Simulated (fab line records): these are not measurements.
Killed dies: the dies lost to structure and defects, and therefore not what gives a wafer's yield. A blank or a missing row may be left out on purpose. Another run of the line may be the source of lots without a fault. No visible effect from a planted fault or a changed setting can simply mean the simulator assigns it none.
A single fault, viewed from 2 desks ; flow berkeley-cmos170 ; what lay behind the numbers comes last; until then each desk has only its own

## FOR THE TOOL OWNER'S DESK: implanter-01
The tool's own readings at UCB170_PFIELD_IMPLANT_07: means of the sampled wafers that have a number, for each lot that ran on this tool. The brackets show how far a lot's mean lies from the usual mean; more than 4 standard deviations puts the lot out of limits, marked OUT.
Columns: A = tilt-deg at UCB170_PFIELD_IMPLANT_07, usual 6.999 degrees
lot;first seen here;A
L715;day 4 12:07;7.000
L716;day 4 18:59;5.720 (-58) OUT
L720;day 5 09:34;5.712 (-59) OUT
L731;day 8 00:19;6.980
L732;day 8 09:52;6.997
L736;day 9 00:41;7.003
This desk's finding: out of limits on L716, L720; first on L716, day 4 18:59 (tilt-deg at UCB170_PFIELD_IMPLANT_07). In limits: L715, L731, L732, L736.

## METROLOGY DESK
What the gauges read, lot by lot, whatever tool the lot ran on: means of the sampled wafers that have a number. The brackets show how far a lot's mean lies from the usual mean; more than 4 standard deviations puts the lot out of limits, marked OUT.
Columns: A = PFIELD_OVL at UCB170_PFIELD_OVL_MEAS_06, usual 3 nm; B = SACOX_OXIDE_THK at UCB170_SACOX_THK_MEAS_02, usual 14.36 nm
lot;first seen here;A;B
L715;day 4 12:04;-1;14.61
L717;day 4 18:50;5;14.05
L716;day 4 18:58;4;13.94
L720;day 5 09:31;4;14.58
L727;day 6 22:16;6;14.15
L728;day 6 22:32;1;13.97
L729;day 7 05:55;1;14.24
L731;day 8 00:16;1;14.27
L733;day 8 09:05;-2;14.31
L732;day 8 09:49;2;13.98
L734;day 8 14:23;-0;14.61
L735;day 8 23:56;7;14.57
L736;day 9 00:39;-3;14.93
L737;day 9 00:43;4;14.74
This desk found nothing out of limits on any of the 14 lots.

## BROUGHT TOGETHER
The tool owner's desk could have raised an alarm at day 4 18:59, on L716, L720.
Nothing out of limits was seen by the metrology desk.
The metrology desk holds a record of L716, L720, inside its limits.
The lots listed all ran UCB170_PFIELD_IMPLANT_07 on implanter-01.

## WHAT HAD BEEN PUT IN BY THE SIMULATOR
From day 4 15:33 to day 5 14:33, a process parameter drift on implanter-01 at UCB170_PFIELD_IMPLANT_07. Setting tilt-deg shifted by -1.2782 from 7. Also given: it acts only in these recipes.
Lots struck among those shown: L716, L720.
Time in hours from fault onset to the first out-of-limits reading at each desk: the tool owner's desk, 3.
